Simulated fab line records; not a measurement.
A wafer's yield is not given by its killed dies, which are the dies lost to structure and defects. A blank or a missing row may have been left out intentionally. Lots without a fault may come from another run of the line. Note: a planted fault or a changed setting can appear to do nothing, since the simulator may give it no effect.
Code-filled problem report in 8D (eight disciplines) form / flow berkeley-cmos170 / the parts of the form that need people (team, actions taken, sign-off) are left out

== 1. WHAT IS WRONG ==
oes-product-au at UCB170_ZERO_ETCH_06 reads a mean of 0.744 a.u. on 6 wafers of 2 lots; wafers without a fault read 0.620 a.u. with a standard deviation of 0.0086. That puts it +14 standard deviations away from the usual mean.
The step: etches SiO2 in CHF3/CF4/Ar, time 12 s.
First seen on wafer L672.3, day 5 01:56, on rie-diel-03. Wafers with a number at this step in the record: 42, from 14 lots. Rule for "out" (also "out of limits"): further than 4 standard deviations from the usual mean. The other wafers with a number count as sound.

== 2. WHAT THIS IS AND IS NOT ==
question=which readings at this step | is=oes-product-au | is not=chamber-pressure-mTorr, drypump-motor-current-A, throttle-valve-pct
question=which lots | is=L672, L676 | is not=L658, L660, L661, L662, L663, L664, L665, L667, L668, L669, L671, L678
question=which wafers of those lots | is=all that have a number | is not=-
question=read on which tools | is=rie-diel-03 | is not=rie-diel-02, rie-diel-04
question=when | is=from day 5 01:56 | is not=up to then (30 sound wafers); but 6 sound wafers of L671, L678 came after

== 3. SUSPECTS, AND WHAT RULES EACH OUT ==
Counting: any tool at a process step up to the reading is kept as a suspect provided that every lot that is out went through it and no sound lot did after the first of them.
- rie-diel-03 at UCB170_ZERO_ETCH_06 (etches SiO2 in CHF3/CF4/Ar, time 12 s): kept. It processed each lot that is out, first L672 at day 5 01:56, and no sound lot thereafter; up to then, the last sound lot it processed was L669 at day 4 12:20. Out on those wafers are its own readings of oes-product-au.
After counting, what remains is rie-diel-03 at UCB170_ZERO_ETCH_06.

== 4. THE CAUSE (what the simulator had put in) ==
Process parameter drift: rie-diel-03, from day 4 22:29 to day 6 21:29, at UCB170_ZERO_ETCH_06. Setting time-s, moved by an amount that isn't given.
After counting, this tool was the only one left.

== 5. THE CHAIN OF EFFECTS, in route order ==
Each row: a reading whose mean over the struck wafers that have a number lies more than 3 standard deviations from the usual. Readings are gone through only where the record gives a usual standard deviation; hours: the median, over the lots, of the time from a lot's start at the first step in this table giving one to that lot's start at this step; sigmas: the change measured in usual standard deviations.
hours=0; step=UCB170_ZERO_ETCH_06; reading=oes-product-au; usual=0.620 a.u.; on struck wafers=0.744; change=+0.124; sigmas=+14
Here are the process steps it includes:
- UCB170_ZERO_ETCH_06: etches SiO2 in CHF3/CF4/Ar, time 12 s.
At these later measuring or inspecting steps, every struck wafer for which the step has a row has a number for every such reading, and none has moved that far: UCB170_V1_CD_MEAS_12.

== 6. WHAT WOULD HAVE CAUGHT IT SOONER ==
3 hours passed between the start of the fault at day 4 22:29 and the first reading out of limits in this record, taken at day 5 01:56.
